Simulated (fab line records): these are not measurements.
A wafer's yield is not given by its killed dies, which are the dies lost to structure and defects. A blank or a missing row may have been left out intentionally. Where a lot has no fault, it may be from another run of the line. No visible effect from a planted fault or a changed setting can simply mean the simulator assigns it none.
Code-filled problem report in 8D (eight disciplines) form :: flow berkeley cmos170 :: the parts of the form that need people (team, actions taken, sign-off) are left out

1. THE PROBLEM
oes product au at UCB170_M2_ETCH_17 reads a mean of 0.778 a.u. on 4 wafers of 2 lots; wafers without a fault read 0.994 a.u. with a standard deviation of 0.023. Relative to the usual mean, that is a shift of -9.4 standard deviations.
The step: etches BARC in N2/H2.
Earliest sighting: wafer L682.2 on rie diel-01 at day 12 13:25. Wafers with a number at this step in the record: 18, from 6 lots. By rule, "out" or "out of limits" means more than 4 standard deviations away from the usual mean. The other wafers with a number count as sound.

2. WHAT THIS IS AND IS NOT
question: which readings at this step
is: oes product au
is not: drypump motor current A, throttle valve pct

question: which lots
is: L681, L682
is not: L671, L675, L686, L687

question: which wafers of those lots
is: L681.4, L681.6, L682.2, L682.5
is not: L681.3, L682.4

question: read on which tools
is: rie diel-01
is not: rie diel-04

question: when
is: from day 12 13:25
is not: up to then (7 sound wafers); but 7 sound wafers of L681, L686, L687 came after

3. SUSPECTS, AND WHAT RULES EACH OUT
Counting: any tool at a process step up to the reading remains a suspect provided it ran every lot that is out. Sound lots after the first of them don't rule it out here, since some wafers of a struck lot are sound.
- rie diel-01 at UCB170_M2_ETCH_17 (etches BARC in N2/H2): kept. It processed each lot that is out (first: L682, day 12 13:25); up to then, its last sound lot is L675 (day 11 10:21). On those wafers its own readings are out: oes product au.
- At UCB170_M2_ETCH_17, inside rie diel-01: chamber 3 took the wafers that are out, while their sound lot-mates went through chambers 0, 1.
Remaining after the count: rie diel-01 at UCB170_M2_ETCH_17.

4. THE CAUSE (what the simulator had put in)
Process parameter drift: rie diel-01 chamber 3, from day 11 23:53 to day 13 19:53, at UCB170_M2_ETCH_17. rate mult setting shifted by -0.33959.
After counting, this tool was the only one left.

5. SEQUENCE OF EFFECTS, ordered by route
One row per reading whose mean, taken over the struck wafers that have a number, lies over 3 standard deviations from the usual. Readings are gone through only where the record gives a usual standard deviation; hours: the median, over the lots, of the time from a lot's start at the first step in this table giving one to that lot's start at this step; sigmas: the change measured in usual standard deviations.
hours: 0
step: UCB170_M2_ETCH_17
reading: oes product au
usual: 0.994 a.u.
on struck wafers: 0.778
change: -0.216
sigmas: -9.4
Here are the process steps it includes:
- UCB170_M2_ETCH_17: etches BARC in N2/H2.

6. HOW IT WOULD HAVE BEEN CAUGHT EARLIER
The fault began at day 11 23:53; the first out-of-limits reading in this record came at day 12 13:25, 14 hours later.
